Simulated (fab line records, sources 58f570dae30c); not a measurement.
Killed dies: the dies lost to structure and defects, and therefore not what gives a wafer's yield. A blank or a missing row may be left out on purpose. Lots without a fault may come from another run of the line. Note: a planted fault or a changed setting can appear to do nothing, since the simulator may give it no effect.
fab line records ; flow berkeley_cmos170
[record] lots = 14; wafers = 42; last_day = 13
route steps=331 shown V1@254 M2@288 V2@292 M3@327
lots with no fault: from the same line, run without faults
start_h: start of the lot's first displayed wafer, in hours after the record's first day ; wait_h: hours elapsed since this lot's preceding step ; " as in the row above ; L1.1+2: a row that stands for several wafers ; - no value present, or no start provided ; * or withheld: withheld ; < > ~ a bound
route shown NAME@n: NAME is a module with steps in the file, n the number in the route of the first one ; usual: the fault-free wafers' mean and standard deviation ; same: alike in all rows ; chamber/n: place in a boat ; sites: the reading at each site ; _std_site: how widely they spread, as a standard deviation ; _edge_site: inner sites' mean taken away from outer sites' mean ; radius_mm: for every site, how far away it sits from the centre of the wafer ; mask NAME#n: copy n ; behind: tool/chamber where the wafer was last shaped ; hold: why the lot went on hold/how many hours it stayed there/how the hold came to an end ; device: which transistor (n, p or np) failed to switch ; end of line: at the end of the route, the tests of the same wafers ; where a step has no rows: the recipe by itself ; killed: the dies lost at the first sort to structure and to defects; this is not the yield of the wafer ; map: dies across one wafer; x = killed, . = not, _ = none there
set.NAME: the setting that was run; set.NAME@STEP: the one run at that earlier step ; model.NAME: the simulator's own value behind a step, which no gauge read
the route's steps for a sample of lots (tables are steps, rows are wafers)
services: a tool's chamber out of use, with start hour (start_h, from the record's first day; less than 0 if before it), hours out, and reason
[[steps]]
[step UCB170_V1_CVD_00]
[recipe] material = SiO2; target_thk_nm = 2000; temp_c = 390; precursor = TEOS/O2; time_s = 250; rf_w = 550; pressure_mtorr = 9000
[usual] heater_power_w = 276/61; pressure_mtorr = 9002/19
lot.wafer;tool;chamber;start_h;wait_h;heater_power_w;pressure_mtorr
L203.3;pecvd-03;0;175.38;0.0;265;8981
L203.4;pecvd-03;2;175.38;0.0;198;9004
L203.5;pecvd-03;1;175.38;0.0;233;8990
L202.2;pecvd-02;2;176.72;0.0;204;8990
L202.4;pecvd-02;2;176.72;0.0;270;8970
L202.6;pecvd-02;1;176.72;0.0;213;8989
L205.2;pecvd-02;2;186.75;0.0;233;9018
L205.3;pecvd-02;0;186.75;0.0;340;9023
L205.5;pecvd-02;2;186.75;0.0;288;9005
L206.3;pecvd-02;1;197.85;0.0;300;8990
L206.5;pecvd-02;1;197.85;0.0;214;9004
L206.6;pecvd-02;0;197.85;0.0;251;8979
L210.2;pecvd-04;2;213.71;0.0;210;9001
L210.4;pecvd-04;0;213.71;0.0;316;9043
L210.5;pecvd-04;2;213.71;0.0;290;8979
L208.1;pecvd-03;1;216.97;0.0;307;8993
L208.2;pecvd-03;2;216.97;0.0;237;9021
L208.3;pecvd-03;0;216.97;0.0;258;8984
L215.1;pecvd-04;0;246.59;0.0;365;9018
L215.2;pecvd-04;1;246.59;0.0;346;8985
L215.6;pecvd-04;1;246.59;0.0;298;9021
L212.4;pecvd-03;0;246.82;0.2;185;9024
L212.5;pecvd-03;1;246.82;0.2;310;9037
L212.6;pecvd-03;2;246.82;0.2;196;8981
L217.1;pecvd-03;1;259.21;0.0;252;8996
L217.3;pecvd-03;0;259.21;0.0;216;8987
L217.6;pecvd-03;0;259.21;0.0;270;9005
L219.2;pecvd-04;0;268.04;0.0;423;9022
L219.4;pecvd-04;1;268.04;0.0;397;9035
L219.6;pecvd-04;2;268.04;0.0;208;8985
L221.2;pecvd-04;0;280.98;0.0;323;9009
L221.3;pecvd-04;1;280.98;0.0;379;9024
L221.6;pecvd-04;1;280.98;0.0;300;9006
L220.1;pecvd-03;0;284.74;0.0;235;9016
L220.4;pecvd-03;1;284.74;0.0;228;8998
L220.5;pecvd-03;2;284.74;0.0;201;9002
L223.1;pecvd-03;1;293.02;0.0;322;8956
L223.3;pecvd-03;0;293.02;0.0;202;8993
L223.6;pecvd-03;1;293.02;0.0;230;9000
L224.1;pecvd-04;2;301.09;0.0;296;8987
L224.5;pecvd-04;1;301.09;0.0;306;8994
L224.6;pecvd-04;0;301.09;0.0;315;8977
[step UCB170_M2_ETCH_17]
[recipe] chemistry = N2/H2; target_depth_a = withheld; overetch_a = withheld; target = BARC; time_s = withheld; source_w = 500; bias_w = 100; pressure_mtorr = 30; n2_flow_sccm = 100; h2_flow_sccm = 200
[usual] drypump_motor_current_A = 5.8/0.4; oes_product_au = 1.002/0.025; throttle_valve_pct = 13.40/0.21
lot.wafer;tool;chamber;start_h;wait_h;drypump_motor_current_A;oes_product_au;throttle_valve_pct
L203.3;rie_diel-04;3;181.46;0.0;5.8;0.989;13.78
L203.4;rie_diel-04;2;181.46;0.0;6.0;1.041;13.15
L203.5;rie_diel-04;3;181.46;0.0;5.8;0.991;13.78
L202.2;rie_diel-01;2;184.47;0.0;6.2;0.957;13.16
L202.4;rie_diel-01;0;184.47;0.0;6.0;0.976;13.53
L202.6;rie_diel-01;0;184.47;0.0;6.0;0.981;13.50
L205.2;rie_diel-04;2;193.41;0.0;5.9;1.033;13.15
L205.3;rie_diel-04;1;193.41;0.0;5.5;1.019;13.52
L205.5;rie_diel-04;1;193.41;0.0;5.5;1.018;13.54
L206.3;rie_diel-02;1;202.42;0.0;6.1;0.995;13.41
L206.5;rie_diel-02;1;202.42;0.0;6.1;0.993;13.42
L206.6;rie_diel-02;0;202.42;0.0;5.2;1.030;13.40
L210.2;rie_diel-01;1;223.00;0.0;6.3;1.021;13.15
L210.4;rie_diel-01;0;223.00;0.0;6.0;0.989;13.52
L210.5;rie_diel-01;1;223.00;0.0;6.2;1.026;13.14
L208.1;rie_diel-01;3;223.83;0.0;5.8;1.014;13.47
L208.2;rie_diel-01;1;223.83;0.0;6.2;1.014;13.13
L208.3;rie_diel-01;0;223.83;0.0;6.0;0.993;13.52
L215.1;rie_diel-04;1;253.97;0.0;5.5;0.998;13.53
L215.2;rie_diel-04;2;253.97;0.0;5.9;1.043;13.15
L215.6;rie_diel-04;2;253.97;0.0;5.9;1.036;13.15
L212.4;rie_diel-01;0;255.17;0.0;6.0;0.987;13.52
L212.5;rie_diel-01;1;255.17;0.0;6.2;1.023;13.15
L212.6;rie_diel-01;2;255.17;0.0;6.2;0.968;13.16
L217.1;rie_diel-01;2;265.30;0.0;6.3;0.967;13.15
L217.3;rie_diel-01;1;265.30;0.0;6.2;1.028;13.15
L217.6;rie_diel-01;3;265.30;0.0;5.9;1.000;13.49
L219.2;rie_diel-02;3;272.65;0.0;4.7;0.993;13.47
L219.4;rie_diel-02;0;272.65;0.0;5.2;1.030;13.42
L219.6;rie_diel-02;1;272.65;0.0;6.1;0.997;13.42
L221.2;rie_diel-04;2;285.62;0.0;5.9;1.051;13.17
L221.3;rie_diel-04;3;285.62;0.0;5.8;0.982;13.77
L221.6;rie_diel-04;1;285.62;0.0;5.5;1.004;13.54
L220.1;rie_diel-02;3;290.43;0.1;4.7;0.993;13.48
L220.4;rie_diel-02;1;290.43;0.1;6.1;0.986;13.42
L220.5;rie_diel-02;1;290.43;0.1;6.0;0.987;13.43
L223.1;rie_diel-02;3;299.88;0.0;4.7;0.985;13.47
L223.3;rie_diel-02;1;299.88;0.0;6.1;0.988;13.42
L223.6;rie_diel-02;3;299.88;0.0;4.7;0.989;13.48
L224.1;rie_diel-01;1;308.83;0.0;6.2;1.021;13.16
L224.5;rie_diel-01;0;308.83;0.0;6.0;0.957;13.52
L224.6;rie_diel-01;1;308.83;0.0;6.3;1.027;13.15
[step UCB170_V2_CVD_00]
[recipe] material = SiO2; target_thk_nm = 2000; temp_c = 390; precursor = TEOS/O2; time_s = 250; rf_w = 550; pressure_mtorr = 9000
[usual] heater_power_w = 278/66; pressure_mtorr = 9003/18
lot.wafer;tool;chamber;start_h;wait_h;heater_power_w;pressure_mtorr
L203.3;pecvd-01;2;181.91;0.1;276;9005
L203.4;pecvd-01;1;181.91;0.1;337;9026
L203.5;pecvd-01;0;181.91;0.1;238;9004
L202.2;pecvd-04;0;184.92;0.1;431;8967
L202.4;pecvd-04;2;184.92;0.1;208;9044
L202.6;pecvd-04;0;184.92;0.1;313;8958
L205.2;pecvd-03;2;193.86;0.1;286;8995
L205.3;pecvd-03;0;193.86;0.1;205;9004
L205.5;pecvd-03;0;193.86;0.1;266;8940
L206.3;pecvd-03;1;202.87;0.1;292;8977
L206.5;pecvd-03;0;202.87;0.1;261;9008
L206.6;pecvd-03;2;202.87;0.1;272;9000
L210.2;pecvd-04;1;223.45;0.1;327;9010
L210.4;pecvd-04;2;223.45;0.1;297;9006
L210.5;pecvd-04;0;223.45;0.1;324;8989
L208.1;pecvd-01;1;224.28;0.1;286;9001
L208.2;pecvd-01;0;224.28;0.1;232;9039
L208.3;pecvd-01;2;224.28;0.1;275;9031
L215.1;pecvd-04;1;254.42;0.1;319;9004
L215.2;pecvd-04;0;254.42;0.1;432;9012
L215.6;pecvd-04;2;254.42;0.1;300;9013
L212.4;pecvd-03;1;255.70;0.1;314;8984
L212.5;pecvd-03;0;255.70;0.1;258;8998
L212.6;pecvd-03;2;255.70;0.1;288;8979
L217.1;pecvd-01;1;265.76;0.1;328;8982
L217.3;pecvd-01;2;265.76;0.1;241;8991
L217.6;pecvd-01;0;265.76;0.1;156;9005
L219.2;pecvd-04;1;273.10;0.1;407;8995
L219.4;pecvd-04;2;273.10;0.1;304;8999
L219.6;pecvd-04;0;273.10;0.1;442;9028
L221.2;pecvd-01;2;286.07;0.1;235;8985
L221.3;pecvd-01;1;286.07;0.1;348;9005
L221.6;pecvd-01;0;286.07;0.1;229;9002
L220.1;pecvd-04;2;291.00;0.1;253;9015
L220.4;pecvd-04;2;291.00;0.1;308;9018
L220.5;pecvd-04;0;291.00;0.1;320;9002
L223.1;pecvd-03;0;300.52;0.1;246;8974
L223.3;pecvd-03;2;300.52;0.1;275;9036
L223.6;pecvd-03;2;300.52;0.1;201;9010
L224.1;pecvd-01;0;309.28;0.1;203;9013
L224.5;pecvd-01;2;309.28;0.1;227;9024
L224.6;pecvd-01;0;309.28;0.1;157;9020
[step UCB170_V2_THK_MEAS_01]
[recipe] reads = SiO2_of_V2_CVD_00
[usual] V2_TEOS_THK = 2010/25
lot.wafer;tool;chamber;start_h;wait_h;hold;V2_TEOS_THK[nm]
L203.3;film_metro-01;-;182.09;0.1;-;1972
L203.4;film_metro-01;-;182.09;0.1;-;1995
L203.5;film_metro-01;-;182.09;0.1;-;2009
L202.2;film_metro-04;-;185.08;0.1;-;2005
L202.4;film_metro-04;-;185.08;0.1;-;2025
L202.6;film_metro-04;-;185.08;0.1;-;2044
L205.2;film_metro-01;-;194.03;0.1;-;1980
L205.3;film_metro-01;-;194.03;0.1;-;1988
L205.5;film_metro-01;-;194.03;0.1;-;2023
L206.3;film_metro-04;-;203.04;0.1;-;1963
L206.5;film_metro-04;-;203.04;0.1;-;2003
L206.6;film_metro-04;-;203.04;0.1;-;1985
L210.2;film_metro-04;-;223.62;0.1;-;1975
L210.4;film_metro-04;-;223.62;0.1;-;1989
L210.5;film_metro-04;-;223.62;0.1;-;2023
L208.1;film_metro-02;-;224.43;0.1;-;2003
L208.2;film_metro-02;-;224.43;0.1;-;2006
L208.3;film_metro-02;-;224.43;0.1;-;2003
L215.1;film_metro-02;-;254.58;0.1;-;1989
L215.2;film_metro-02;-;254.58;0.1;-;2007
L215.6;film_metro-02;-;254.58;0.1;-;2006
L212.4;film_metro-04;-;255.81;0.0;-;2031
L212.5;film_metro-04;-;255.81;0.0;-;2042
L212.6;film_metro-04;-;255.81;0.0;-;2031
L217.1;film_metro-02;-;265.92;0.1;-;2001
L217.3;film_metro-02;-;265.92;0.1;-;1998
L217.6;film_metro-02;-;265.92;0.1;-;2020
L219.2;film_metro-01;-;273.27;0.1;await_dispo/0.2h/release;997
L219.4;film_metro-01;-;273.27;0.1;await_dispo/0.2h/release;957
L219.6;film_metro-01;-;273.27;0.1;await_dispo/0.2h/release;1019
L219.2;film_metro-01;-;273.49;0.2;-;997
L219.4;film_metro-01;-;273.49;0.2;-;955
L219.6;film_metro-01;-;273.49;0.2;-;1019
L221.2;film_metro-01;-;286.23;0.1;-;2015
L221.3;film_metro-01;-;286.23;0.1;-;2030
L221.6;film_metro-01;-;286.23;0.1;-;2017
L220.1;film_metro-02;-;291.26;0.2;await_dispo/0.2h/release;955
L220.4;film_metro-02;-;291.26;0.2;await_dispo/0.2h/release;1002
L220.5;film_metro-02;-;291.26;0.2;await_dispo/0.2h/release;1030
L220.1;film_metro-02;-;291.48;0.2;-;954
L220.4;film_metro-02;-;291.48;0.2;-;1003
L220.5;film_metro-02;-;291.48;0.2;-;1031
L223.1;film_metro-02;-;300.67;0.1;-;1992
L223.3;film_metro-02;-;300.67;0.1;-;2015
L223.6;film_metro-02;-;300.67;0.1;-;2047
L224.1;film_metro-01;-;309.44;0.1;-;1971
L224.5;film_metro-01;-;309.44;0.1;-;2019
L224.6;film_metro-01;-;309.44;0.1;-;2002
[step UCB170_V2_THK_MEAS_04]
[recipe] reads = SiO2_of_V2_CVD_00
[usual] V2_POLISHED_THK = 1000.1/1.3
lot.wafer;tool;chamber;start_h;wait_h;hold;V2_POLISHED_THK[nm]
L203.3;film_metro-02;-;182.57;0.1;-;999.5
L203.4;film_metro-02;-;182.57;0.1;-;999.0
L203.5;film_metro-02;-;182.57;0.1;-;999.9
L202.2;film_metro-01;-;185.56;0.1;-;997.2
L202.4;film_metro-01;-;185.56;0.1;-;998.3
L202.6;film_metro-01;-;185.56;0.1;-;999.1
L205.2;film_metro-02;-;194.51;0.1;-;1001.3
L205.3;film_metro-02;-;194.51;0.1;-;999.8
L205.5;film_metro-02;-;194.51;0.1;-;1002.1
L206.3;film_metro-01;-;203.52;0.1;-;999.3
L206.5;film_metro-01;-;203.52;0.1;-;1001.1
L206.6;film_metro-01;-;203.52;0.1;-;1001.1
L210.2;film_metro-04;-;224.10;0.1;-;1001.7
L210.4;film_metro-04;-;224.10;0.1;-;1002.8
L210.5;film_metro-04;-;224.10;0.1;-;1002.0
L208.1;film_metro-01;-;224.91;0.1;-;999.9
L208.2;film_metro-01;-;224.91;0.1;-;999.4
L208.3;film_metro-01;-;224.91;0.1;-;998.1
L215.1;film_metro-02;-;255.06;0.1;-;1000.6
L215.2;film_metro-02;-;255.06;0.1;-;998.6
L215.6;film_metro-02;-;255.06;0.1;-;1000.7
L212.4;film_metro-01;-;256.29;0.1;-;1000.3
L212.5;film_metro-01;-;256.29;0.1;-;1000.7
L212.6;film_metro-01;-;256.29;0.1;-;999.4
L217.1;film_metro-04;-;266.40;0.1;-;998.9
L217.3;film_metro-04;-;266.40;0.1;-;1002.0
L217.6;film_metro-04;-;266.40;0.1;-;1000.9
L219.2;film_metro-04;-;281.81;6.2;await_dispo/6.2h/release;997.0
L219.4;film_metro-04;-;281.81;6.2;await_dispo/6.2h/release;955.7
L219.6;film_metro-04;-;281.81;6.2;await_dispo/6.2h/release;1001.1
L221.2;film_metro-01;-;286.71;0.1;-;996.5
L221.3;film_metro-01;-;286.71;0.1;-;999.4
L221.6;film_metro-01;-;286.71;0.1;-;998.3
L223.1;film_metro-04;-;301.15;0.1;-;998.6
L223.3;film_metro-04;-;301.15;0.1;-;1001.1
L223.6;film_metro-04;-;301.15;0.1;-;999.5
L220.1;film_metro-04;-;303.24;4.7;await_dispo/4.6h/release;953.0
L220.4;film_metro-04;-;303.24;4.7;await_dispo/4.6h/release;1001.2
L220.5;film_metro-04;-;303.24;4.7;await_dispo/4.6h/release;1001.3
L224.1;film_metro-01;-;309.92;0.1;-;999.9
L224.5;film_metro-01;-;309.92;0.1;-;999.7
L224.6;film_metro-01;-;309.92;0.1;-;1001.1
[step UCB170_M3_METAL_ETCH_18]
[recipe] chemistry = Cl2/BCl3; target = Al; stop_on = SiO2; pressure_mtorr = 12; target_depth_a = 11700; over_etch_frac = 0.3; time_s = 195; icp_w = 600; bias_w = 120; Cl2_flow_sccm = 90; bcl3_flow_sccm = 45
[usual] drypump_motor_current_A = 5.60/0.17; oes_product_au = 0.859/0.02; throttle_valve_pct = 24.66/0.22
[same] over_etch_frac = 0.3
lot.wafer;tool;chamber;start_h;wait_h;drypump_motor_current_A;oes_product_au;rf_hours_counter_h;throttle_valve_pct
L203.3;rie_metal-01;1;187.08;-;5.78;0.835;-;24.45
L203.4;rie_metal-01;0;187.08;-;5.92;0.866;-;24.31
L203.5;rie_metal-01;0;187.08;-;5.92;0.862;-;24.31
L202.2;rie_metal-03;0;190.44;-;5.44;0.845;3;25.00
L202.4;rie_metal-03;0;190.44;-;5.43;0.845;-;25.04
L202.6;rie_metal-03;0;190.44;-;5.46;0.854;-;24.99
L205.2;rie_metal-03;0;198.65;-;5.45;0.827;3;25.03
L205.3;rie_metal-03;0;198.65;-;5.45;0.836;-;25.02
L205.5;rie_metal-03;0;198.65;-;5.45;0.835;-;25.01
L206.3;rie_metal-01;1;207.29;-;5.78;0.833;-;24.45
L206.5;rie_metal-01;0;207.29;-;5.92;0.856;-;24.31
L206.6;rie_metal-01;1;207.29;-;5.77;0.835;-;24.46
L210.2;rie_metal-03;0;229.04;-;5.43;0.844;4;25.01
L210.4;rie_metal-03;0;229.04;-;5.43;0.831;-;25.01
L210.5;rie_metal-03;0;229.04;-;5.42;0.831;-;25.02
L208.1;rie_metal-01;0;230.53;-;5.94;0.850;6;24.31
L208.2;rie_metal-01;1;230.53;-;5.79;0.829;13;24.46
L208.3;rie_metal-01;1;230.53;-;5.81;0.822;-;24.45
L215.1;rie_metal-03;0;259.90;-;5.46;0.835;5;25.02
L215.2;rie_metal-03;1;259.90;-;5.54;0.868;6;24.66
L215.6;rie_metal-03;1;259.90;-;5.54;0.881;-;24.64
L212.4;rie_metal-01;1;261.12;-;5.78;0.831;-;24.47
L212.5;rie_metal-01;0;261.12;-;5.94;0.864;-;24.30
L212.6;rie_metal-01;1;261.12;-;5.78;0.837;-;24.47
L217.1;rie_metal-01;1;270.98;-;5.78;0.835;14;24.47
L217.3;rie_metal-01;0;270.98;-;5.90;0.872;-;24.31
L217.6;rie_metal-01;1;270.98;-;5.78;0.830;-;24.47
L221.2;rie_metal-03;1;293.05;-;5.54;0.868;7;24.65
L221.3;rie_metal-03;0;293.05;-;5.46;0.833;-;25.04
L221.6;rie_metal-03;1;293.05;-;5.53;0.866;-;24.65
L223.1;rie_metal-01;1;305.13;-;5.81;0.848;15;24.46
L223.3;rie_metal-01;1;305.13;-;5.82;0.836;-;24.46
L223.6;rie_metal-01;1;305.13;-;5.79;0.840;-;24.46
L220.1;rie_metal-04;1;307.00;-;5.42;0.881;9;24.68
L220.4;rie_metal-04;0;307.00;-;5.56;0.868;-;24.74
L220.5;rie_metal-04;0;307.00;-;5.59;0.863;-;24.74
L224.1;rie_metal-04;0;316.48;-;5.57;0.858;6;24.76
L224.5;rie_metal-04;1;316.48;-;5.39;0.892;-;24.67
L224.6;rie_metal-04;0;316.48;-;5.56;0.874;-;24.73
[[services]]
tool;chamber;start_h;hours;kind
pecvd-01;-;162.25;1.2;repair
rie_diel-04;0;171.99;34.5;repair
rie_diel-02;3;199.10;6.4;repair
rie_metal-01;0;199.34;1.1;repair
rie_diel-04;1;206.47;-;clean
rie_metal-03;-;206.83;17.7;repair
rie_diel-02;3;208.87;11.3;repair
rie_diel-01;3;219.54;2.0;repair
rie_diel-04;3;219.85;9.1;repair
pecvd-04;2;231.14;18.3;repair
rie_diel-01;-;233.41;0.3;repair
pecvd-03;-;238.73;1.5;repair
pecvd-02;-;242.50;14.0;pm
rie_diel-04;1;243.69;2.0;repair
rie_metal-03;-;256.57;0.2;repair
rie_diel-01;0;264.94;-;clean
rie_diel-01;0;264.94;24.4;scheduled_down
rie_diel-01;0;264.94;24.4;vent_cycle
rie_diel-02;-;271.46;0.9;repair
pecvd-02;-;277.62;2.8;pm
pecvd-01;-;291.70;0.8;repair
pecvd-03;-;294.96;2.8;pm
pecvd-03;0;300.96;14.0;repair
pecvd-01;-;308.01;0.8;repair
[[key]]
[first_sign] step = UCB170_V2_THK_MEAS_01; reading = visit; direction = added
[effect] step = UCB170_V2_THK_MEAS_01; reading = V2_TEOS_THK; direction = down; sigmas = 41; usual = 2010; struck = 993
[effect] step = UCB170_V2_THK_MEAS_04; reading = V2_POLISHED_THK; direction = down; sigmas = 12; usual = 1000.1; struck = 984.9; wafers_moved = 2
met_at UCB170_V2_CVD_00
struck_lots L219,L220
rows_end L219.2,L219.4,L219.6
sort_left_out L220.1,L220.4,L220.5
tester_left_out L220
not_acting_at UCB170_V1_CVD_00,UCB170_M2_ETCH_17,UCB170_M3_METAL_ETCH_18
onset_between 254.42 273.10
[earlier_fault] kind = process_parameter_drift; tool = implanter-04; chamber = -; onset_h = 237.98; steps = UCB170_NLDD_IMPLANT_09; channel = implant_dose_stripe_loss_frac; offset = 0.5; shape = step; end_h = 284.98
[fault] kind = process_parameter_drift; tool = pecvd-04; chamber = -; onset_h = 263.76; steps = UCB170_V2_CVD_00; channel = target_thk_nm; offset = -1022.8; shape = step; acts_in = these_recipes_only; stated = 2000
// tester_left_out: of these lots the tester's yield and bins aren't shown, on N5 and GAA mostly nor the transistor test; their killed dies are dies lost to structure and defects alone, not to doping, threshold or leakage, so they don't give the yield
// sort_left_out: the simulated sort isn't trusted on such a fault, so these wafers' sort isn't shown, and their yield isn't known
// rows_end: these wafers met a further fault down the route, and their rows from its step on are left out
